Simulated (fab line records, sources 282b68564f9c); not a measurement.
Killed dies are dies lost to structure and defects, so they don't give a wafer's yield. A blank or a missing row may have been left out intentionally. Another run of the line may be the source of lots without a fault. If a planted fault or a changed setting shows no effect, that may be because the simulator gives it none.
What tool caused it? || flow ritCmos || Sampling: 14 lots, 42 wafers, 2 of 202 route steps

WHAT THE GAUGES READ, wafer by wafer
The record holds no reading of a measuring or inspecting step that can be judged against a usual standard deviation.

EACH LOT AND THE TOOL THAT RAN IT (in order: tool; ch and the chambers of the sampled wafers; start)
{"lot": "L515", "RIT_NSD_DEVELOP_05": "lithoTrack-01 ch 0, day 3 05:00", "RIT_M1_PROBE_99": "-"}
{"lot": "L517", "RIT_NSD_DEVELOP_05": "lithoTrack-03 ch 0, day 3 19:00", "RIT_M1_PROBE_99": "prober-02, day 4 06:38"}
{"lot": "L518", "RIT_NSD_DEVELOP_05": "lithoTrack-01 ch 0, day 3 22:00", "RIT_M1_PROBE_99": "-"}
{"lot": "L519", "RIT_NSD_DEVELOP_05": "lithoTrack-04 ch 0, day 4 05:00", "RIT_M1_PROBE_99": "-"}
{"lot": "L520", "RIT_NSD_DEVELOP_05": "lithoTrack-01 ch 0, day 4 13:00", "RIT_M1_PROBE_99": "-"}
{"lot": "L521", "RIT_NSD_DEVELOP_05": "lithoTrack-03 ch 0, day 4 16:00", "RIT_M1_PROBE_99": "-"}
{"lot": "L522", "RIT_NSD_DEVELOP_05": "lithoTrack-03 ch 0, day 4 17:00", "RIT_M1_PROBE_99": "-"}
{"lot": "L523", "RIT_NSD_DEVELOP_05": "lithoTrack-01 ch 0, day 5 01:00", "RIT_M1_PROBE_99": "-"}
{"lot": "L524", "RIT_NSD_DEVELOP_05": "lithoTrack-03 ch 0, day 5 05:00", "RIT_M1_PROBE_99": "-"}
{"lot": "L526", "RIT_NSD_DEVELOP_05": "lithoTrack-03 ch 0, day 5 16:00", "RIT_M1_PROBE_99": "-"}
{"lot": "L530", "RIT_NSD_DEVELOP_05": "lithoTrack-04 ch 0, day 6 12:00", "RIT_M1_PROBE_99": "-"}
{"lot": "L535", "RIT_NSD_DEVELOP_05": "lithoTrack-01 ch 0, day 7 11:00", "RIT_M1_PROBE_99": "-"}
{"lot": "L536", "RIT_NSD_DEVELOP_05": "lithoTrack-01 ch 0, day 7 18:00", "RIT_M1_PROBE_99": "-"}
{"lot": "L537", "RIT_NSD_DEVELOP_05": "lithoTrack-03 ch 0, day 8 00:00", "RIT_M1_PROBE_99": "prober-02, day 8 11:13"}
- RIT_NSD_DEVELOP_05: develop time 50 s.
- RIT_M1_PROBE_99

AS READ BY THE TOOLS THEMSELVES (means over the sampled wafers that have a number; for cases with no such wafer, the mark the record gives instead)
RIT_NSD_DEVELOP_05.
{"lot": "L515", "tool": "lithoTrack-01", "developerTempC (C)": 23.03}
{"lot": "L517", "tool": "lithoTrack-03", "developerTempC (C)": 22.96}
{"lot": "L518", "tool": "lithoTrack-01", "developerTempC (C)": 22.93}
{"lot": "L519", "tool": "lithoTrack-04", "developerTempC (C)": 23.04}
{"lot": "L520", "tool": "lithoTrack-01", "developerTempC (C)": 23.07}
{"lot": "L521", "tool": "lithoTrack-03", "developerTempC (C)": 22.93}
{"lot": "L522", "tool": "lithoTrack-03", "developerTempC (C)": 22.90}
{"lot": "L523", "tool": "lithoTrack-01", "developerTempC (C)": 23.07}
{"lot": "L524", "tool": "lithoTrack-03", "developerTempC (C)": 23.80}
{"lot": "L526", "tool": "lithoTrack-03", "developerTempC (C)": 23.86}
{"lot": "L530", "tool": "lithoTrack-04", "developerTempC (C)": 22.93}
{"lot": "L535", "tool": "lithoTrack-01", "developerTempC (C)": 23.03}
{"lot": "L536", "tool": "lithoTrack-01", "developerTempC (C)": 23.06}
{"lot": "L537", "tool": "lithoTrack-03", "developerTempC (C)": 22.98}

RIT_M1_PROBE_99.
{"lot": "L517", "tool": "prober-02", "killedAtContacts": 0.0, "killedAtFrontEnd": 8, "killedDies": 8, "killedOpen": 3.7, "killedShort": 4.3}
{"lot": "L537", "tool": "prober-02", "killedAtContacts": 0.0, "killedAtFrontEnd": 10, "killedDies": 10, "killedOpen": 4.7, "killedShort": 5.0}

THE ANSWER, worked out from the rows above alone
Rule: the usual values come from the lots themselves. The widest of any qualifying gaps counts: lots, ordered by their means at a reading, are off when they make up no more than a third of the lots, leave a main group of 4 or more, and stand apart from it by 3 or more times the standard deviation of that group's means. A main group is skipped when, at the precision printed for the reading in the tables above, its means are all equal. Also off: a lot with no number at a reading for which 4 or more lots have one. All remaining lots with rows at the step are treated as sound. The gauges are gone through in route order, then the tools' own readings, and for those a lot's mean is taken as printed above. The first step at which some lot is off is used, and at that step the reading that is off furthest; a lot without a number counts as furthest.
Off, at RIT_NSD_DEVELOP_05 on developerTempC: L524, L526. The main group has a mean of 22.99 C with a standard deviation of 0.06.
A tool fits if, at that step or a process step before it, it ran every lot that is off, and no sound lot after the first of them. No candidate that was tried fits.

WHAT WAS PUT IN BY THE SIMULATOR
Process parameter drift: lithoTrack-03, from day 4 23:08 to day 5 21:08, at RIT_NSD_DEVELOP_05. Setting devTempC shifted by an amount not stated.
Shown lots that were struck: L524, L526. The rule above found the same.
